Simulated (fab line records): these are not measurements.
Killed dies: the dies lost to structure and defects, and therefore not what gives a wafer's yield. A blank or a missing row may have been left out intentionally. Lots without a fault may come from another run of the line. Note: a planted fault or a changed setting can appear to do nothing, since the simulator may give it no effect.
Which of the tools did it? | flow berkeleyCmos170 | Sampling: 7 lots, 21 wafers, 2 of 331 route steps

WHAT EACH GAUGE READ, for each wafer
UCB170_NSD_CD_MEAS_06: the cd target is 1200 nm.
lot  | measured     | on       | cdNm (nm)
L629 | day 7 11:48  | cdSem-02 | 1201.1 1202.2 1200.2
L630 | day 7 12:08  | cdSem-01 | 1198.2 1199.0 1198.2
L631 | day 8 04:42  | cdSem-02 | 1199.4 1199.8 1199.2
L636 | day 8 15:14  | cdSem-01 | 1200.8 1202.1 1200.1
L639 | day 9 13:47  | cdSem-01 | 1205.0 1206.4 1204.8
L641 | day 9 19:10  | cdSem-01 | 1207.3 1206.0 1205.8
L648 | day 11 07:26 | cdSem-01 | 1198.9 1198.4 1201.1

TOOL THAT RAN EACH LOT (tool first, then ch and the chambers of the sampled wafers, then the start)
lot  | UCB170_NSD_PEB_04
L629 | lithoTrack-01 ch 0, day 7 11:32
L630 | lithoTrack-03 ch 0, day 7 11:52
L631 | lithoTrack-01 ch 0, day 8 04:26
L636 | lithoTrack-03 ch 0, day 8 14:58
L639 | lithoTrack-02 ch 0, day 9 13:31
L641 | lithoTrack-02 ch 0, day 9 18:55
L648 | lithoTrack-03 ch 0, day 11 07:10
- UCB170_NSD_PEB_04

THE ANSWER, worked out from the rows above alone
Rule: usual is defined by the lots themselves. Put in order of their means at a reading, lots are off if they are a third of the lots or fewer, leave a main group of 4 or more, and stand apart from it by a gap of 3 or more times the standard deviation of the main group's means; of several such gaps the widest counts. The tables above print the reading to a certain number of digits; a main group whose means all agree to those digits is not used. Also off: a lot with no number at a reading for which 4 or more lots have one. All remaining lots with rows at the step are treated as sound.
Off: L639, L641, at UCB170_NSD_CD_MEAS_06 (cdNm). Mean 1199.9 nm and standard deviation 1 in the main group.
If a tool, at a process step before that reading, ran all the lots that are off and no sound lot after the first of them, it fits. Gauges at UCB170_NSD_CD_MEAS_06: tried the same way as those tools. One fits: lithoTrack-02 at UCB170_NSD_PEB_04. It ran no sound lot before its first lot that is off in this sample, so the start can't be narrowed down.

WHAT HAD BEEN PUT IN BY THE SIMULATOR
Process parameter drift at UCB170_NSD_PEB_04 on lithoTrack-02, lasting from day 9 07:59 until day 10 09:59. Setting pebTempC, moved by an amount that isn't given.
Struck lots among those shown: L639, L641. The rule above found the same.
